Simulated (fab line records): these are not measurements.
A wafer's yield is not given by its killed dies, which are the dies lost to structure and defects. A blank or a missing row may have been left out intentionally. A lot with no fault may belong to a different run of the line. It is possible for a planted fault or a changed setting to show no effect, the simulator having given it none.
Commonality check across tools / flow berkeley cmos170 / Sampled: 15 lots, 54 wafers

## REASON IT WAS OPENED
Flagged at UCB170_NLDD_CD_MEAS_06: reading cd nm, on 3 of 15 lots. Wafers without a fault read 1199.8 nm, standard deviation 1.3.
Rule: a lot gets a flag if all its wafers with a number sit over 4 standard deviations from that mean, or if no wafer of it has a number. As for the other lots, they are considered sound.

lot=L732; measured=day 7 01:43; on=cd sem-02; cd nm (nm), wafer by wafer=1201.0 1200.7 1198.7; flag=
lot=L731; measured=day 7 01:54; on=cd sem-01; cd nm (nm), wafer by wafer=1197.9 1198.3 1197.3; flag=
lot=L733; measured=day 7 20:35; on=cd sem-01; cd nm (nm), wafer by wafer=1199.0 1199.0 1198.4; flag=
lot=L734; measured=day 8 05:11; on=cd sem-01; cd nm (nm), wafer by wafer=1199.1 1199.3 1200.1; flag=
lot=L739; measured=day 8 20:23; on=cd sem-01; cd nm (nm), wafer by wafer=1199.6 1199.8 1199.9; flag=
lot=L738; measured=day 8 21:01; on=cd sem-01; cd nm (nm), wafer by wafer=1199.1 1199.4 1199.4; flag=
lot=L742; measured=day 9 17:13; on=cd sem-01; cd nm (nm), wafer by wafer=1198.6 1200.2 1197.7; flag=
lot=L740; measured=day 9 17:32; on=cd sem-01; cd nm (nm), wafer by wafer=1060.8 1059.1 1060.3 1061.3 1059.5 1060.2; flag=FLAGGED
lot=L741; measured=day 9 17:50; on=cd sem-01; cd nm (nm), wafer by wafer=1061.9 1061.5 1061.0 1062.2 1061.1 1061.0; flag=FLAGGED
lot=L743; measured=day 9 22:55; on=cd sem-01; cd nm (nm), wafer by wafer=1076.7 1076.4 1076.7 1076.3 1077.0 1076.9; flag=FLAGGED
lot=L746; measured=day 10 16:11; on=cd sem-02; cd nm (nm), wafer by wafer=1198.4 1198.2 1197.6; flag=
lot=L749; measured=day 12 01:29; on=cd sem-01; cd nm (nm), wafer by wafer=1199.1 1199.9 1200.8; flag=
lot=L750; measured=day 12 01:42; on=cd sem-02; cd nm (nm), wafer by wafer=1200.4 1199.2 1199.5; flag=
lot=L753; measured=day 12 19:08; on=cd sem-01; cd nm (nm), wafer by wafer=1202.7 1203.1 1202.8; flag=
lot=L754; measured=day 12 19:26; on=cd sem-01; cd nm (nm), wafer by wafer=1200.1 1199.2 1199.8; flag=
Flagged lots average 1066.1 nm: -133.7 nm relative to the usual, that is -99 or more standard deviations.

## LOT BY LOT: THE TOOL USED
The record keeps 1 process step preceding the reading, out of 331 steps on the route. Each cell gives the tool, then ch followed by the chambers the sampled wafers passed through, then the start.
lot=L732; flag=; UCB170_NLDD_PEB_04=litho track-01 ch 0, day 7 01:28
lot=L731; flag=; UCB170_NLDD_PEB_04=litho track-02 ch 0, day 7 01:34
lot=L733; flag=; UCB170_NLDD_PEB_04=litho track-02 ch 0, day 7 20:19
lot=L734; flag=; UCB170_NLDD_PEB_04=litho track-01 ch 0, day 8 04:55
lot=L739; flag=; UCB170_NLDD_PEB_04=litho track-03 ch 0, day 8 20:07
lot=L738; flag=; UCB170_NLDD_PEB_04=litho track-01 ch 0, day 8 20:44
lot=L742; flag=; UCB170_NLDD_PEB_04=litho track-02 ch 0, day 9 16:58
lot=L740; flag=FLAGGED; UCB170_NLDD_PEB_04=litho track-03 ch 0, day 9 17:10
lot=L741; flag=FLAGGED; UCB170_NLDD_PEB_04=litho track-03 ch 0, day 9 17:28
lot=L743; flag=FLAGGED; UCB170_NLDD_PEB_04=litho track-03 ch 0, day 9 21:51
lot=L746; flag=; UCB170_NLDD_PEB_04=litho track-02 ch 0, day 10 15:55
lot=L749; flag=; UCB170_NLDD_PEB_04=litho track-02 ch 0, day 12 01:13
lot=L750; flag=; UCB170_NLDD_PEB_04=litho track-01 ch 0, day 12 01:26
lot=L753; flag=; UCB170_NLDD_PEB_04=litho track-03 ch 0, day 12 18:52
lot=L754; flag=; UCB170_NLDD_PEB_04=litho track-03 ch 0, day 12 19:10
These steps, and what they do:
- UCB170_NLDD_PEB_04
- UCB170_NLDD_CD_MEAS_06: target cd 1200 nm.

## FLAGGED OVER TOTAL, TOOL BY TOOL (the gauges that took the reading come last)
step=UCB170_NLDD_PEB_04; tool=litho track-01; lots run=4; flagged=0; share of the flagged lots=none; sound lots run after its first flagged lot=-
step=UCB170_NLDD_PEB_04; tool=litho track-02; lots run=5; flagged=0; share of the flagged lots=none; sound lots run after its first flagged lot=-
step=UCB170_NLDD_PEB_04; tool=litho track-03; lots run=6; flagged=3; share of the flagged lots=all; sound lots run after its first flagged lot=2 (L753,L754)
step=UCB170_NLDD_CD_MEAS_06; tool=cd sem-01; lots run=12; flagged=3; share of the flagged lots=all; sound lots run after its first flagged lot=3 (L749,L753,L754)
step=UCB170_NLDD_CD_MEAS_06; tool=cd sem-02; lots run=3; flagged=0; share of the flagged lots=none; sound lots run after its first flagged lot=-

## WHAT THE TABLE ALLOWS
2 rows of the table ran every flagged lot: litho track-03 at UCB170_NLDD_PEB_04, cd sem-01 at UCB170_NLDD_CD_MEAS_06.
- litho track-03 at UCB170_NLDD_PEB_04 ran 6 lots, 3 of them flagged. Sound lots ran on it after the first flagged one (L753, L754), which a lasting fault on the whole tool wouldn't allow. Its own readings lie more than 4 standard deviations out on every wafer of the flagged lots: heater power total W, plate temp C.
- cd sem-01 at UCB170_NLDD_CD_MEAS_06 ran 12 lots, 3 of them flagged. Sound lots ran on it after the first flagged one (L749, L753, L754), which a lasting fault on the whole tool wouldn't allow.
None of the table's rows ran every flagged lot and, after the first, no sound lot.

## WHAT THE SIMULATOR HAD PUT IN
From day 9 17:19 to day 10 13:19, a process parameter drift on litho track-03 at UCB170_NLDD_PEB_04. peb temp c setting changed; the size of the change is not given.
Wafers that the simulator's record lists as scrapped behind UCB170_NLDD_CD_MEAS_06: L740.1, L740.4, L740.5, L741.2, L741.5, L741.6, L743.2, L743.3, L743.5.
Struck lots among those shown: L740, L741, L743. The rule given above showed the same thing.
